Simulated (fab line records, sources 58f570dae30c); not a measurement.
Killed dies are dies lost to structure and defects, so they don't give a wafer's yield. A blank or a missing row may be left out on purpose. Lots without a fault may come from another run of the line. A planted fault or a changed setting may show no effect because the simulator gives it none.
Split-lot experiment | flow berkeley_cmos170 | 5 lots, 23 wafers read, on a route of 331 steps

THE SPLIT
At UCB170_M3_PEB_13, the setting peb_temp_c was moved away from the recipe's 130 C on 5 of the 23 wafers read, by +1.4% to +2.5%. The other wafers ran this setting at the recipe's value.

FROM THE SPLIT TO THE READING: what the file shows between them, 5 steps
- UCB170_M3_DEVELOP_14: develop time 45 s
- UCB170_M3_CD_MEAS_15: target cd 700 nm
- UCB170_M3_ETCH_17: etches BARC in N2/H2
- UCB170_M3_METAL_ETCH_18: etches Al in Cl2/BCl3, stops on SiO2, target depth 1170 nm, time 195 s
- UCB170_M3_STRIP_19: strips in O2

THE READING
cd_nm, in nm, at UCB170_M3_CD_MEAS_90 (target cd 700 nm). Fault-free wafers of this fab line usually give 700.2 nm, standard deviation 2 nm.

wafer  | tool, chamber at the split | peb_temp_c as run, C | against the recipe | cd_nm, nm | against lot-mates on the recipe
L074.2 | litho_track-04, 0          | 130                  | recipe             | 698.1     | -
L074.3 | litho_track-04, 0          | 131.8                | +1.4%              | 687.7     | -10.8
L074.4 | litho_track-04, 0          | 131.8                | +1.4%              | 689.4     | -9.1
L074.5 | litho_track-04, 0          | 130                  | recipe             | 699.0     | -
L074.6 | litho_track-04, 0          | 131.8                | +1.4%              | 692.3     | -6.2
L078.1 | litho_track-04, 0          | 130                  | recipe             | 697.2     | -
L078.3 | litho_track-04, 0          | 130                  | recipe             | 699.6     | -
L078.4 | litho_track-04, 0          | 130                  | recipe             | 698.9     | -
L078.5 | litho_track-04, 0          | 130                  | recipe             | 699.4     | -
L078.6 | litho_track-04, 0          | 130                  | recipe             | 697.4     | -
L081.1 | litho_track-04, 0          | 130                  | recipe             | 704.3     | -
L081.3 | litho_track-04, 0          | 130                  | recipe             | 701.3     | -
L081.4 | litho_track-04, 0          | 130                  | recipe             | 701.2     | -
L084.1 | litho_track-04, 0          | 130                  | recipe             | 700.4     | -
L084.2 | litho_track-04, 0          | 130                  | recipe             | 700.2     | -
L084.3 | litho_track-04, 0          | 130                  | recipe             | 699.6     | -
L084.5 | litho_track-04, 0          | 133.2                | +2.5%              | 681.0     | -19.1
L084.6 | litho_track-04, 0          | 133.2                | +2.5%              | 681.7     | -18.4
L085.1 | litho_track-03, 0          | 130                  | recipe             | 704.1     | -
L085.3 | litho_track-03, 0          | 130                  | recipe             | 702.6     | -
L085.4 | litho_track-03, 0          | 130                  | recipe             | 705.5     | -
L085.5 | litho_track-03, 0          | 130                  | recipe             | 703.4     | -
L085.6 | litho_track-03, 0          | 130                  | recipe             | 702.3     | -

THE FIT
A straight line over all 23 wafers: cd_nm changes by -7.92 nm for each +1% of peb_temp_c; r = -0.94; the points scatter about the line by 2.3 nm.
The same after taking each lot's own level away (the mean of its wafers on the recipe; 23 wafers): -7.23 nm for each +1%; r = -0.98; scatter 1.3 nm.
On that fit, the largest move of peb_temp_c shifts the reading by 18 nm.
The lots' own levels span 698.50 to 703.58 nm, that is 2.5 times the standard deviation above.
So the lot-to-lot level changes the slope little: the two slopes agree.
Check: with one of the wafers moved furthest among these (+2.5%) left out of the fit, the line predicts -17 nm for it against its lot-mates. It came out at -19.1 nm against them.

OTHER SPLITS ON THESE WAFERS
These wafers also went through other splits before the reading. Each is held against what the fit with the lots' levels taken away leaves over:
other split on the same wafers  | wafers away from the commonest value | r with cd_nm (lot level and that fit taken away)
UCB170_V2_CVD_00 time_s         | 4                                    | -0.20
UCB170_V2_PEB_10 peb_temp_c     | 7                                    | -0.23
UCB170_V2_STRIP_15 o2_flow_sccm | 10                                   | +0.15

THE WHOLE CHAIN: every reading that the file lists as answering this split, in the file's order
step                    | what it does                                                           | reading                                                   | change (the file's fit)              | r (the file's)
UCB170_M3_CD_MEAS_15    | target cd 700 nm                                                       | cd_nm                                                     | -7.65 nm for each +1% of the setting | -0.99
UCB170_M3_ETCH_17       | etches BARC in N2/H2                                                   | M3.cd_nm (the simulator's own value, which no gauge read) | -7.5 nm for each +1% of the setting  | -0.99
UCB170_M3_METAL_ETCH_18 | etches Al in Cl2/BCl3, stops on SiO2, target depth 1170 nm, time 195 s | M3.cd_nm (the simulator's own value, which no gauge read) | -7.33 nm for each +1% of the setting | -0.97
UCB170_M3_CD_MEAS_90    | target cd 700 nm                                                       | cd_nm                                                     | -7.3 nm for each +1% of the setting  | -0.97

THE FILE'S OWN FIT
cd_nm changes by -7.3 nm for each +1% of peb_temp_c, r = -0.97.
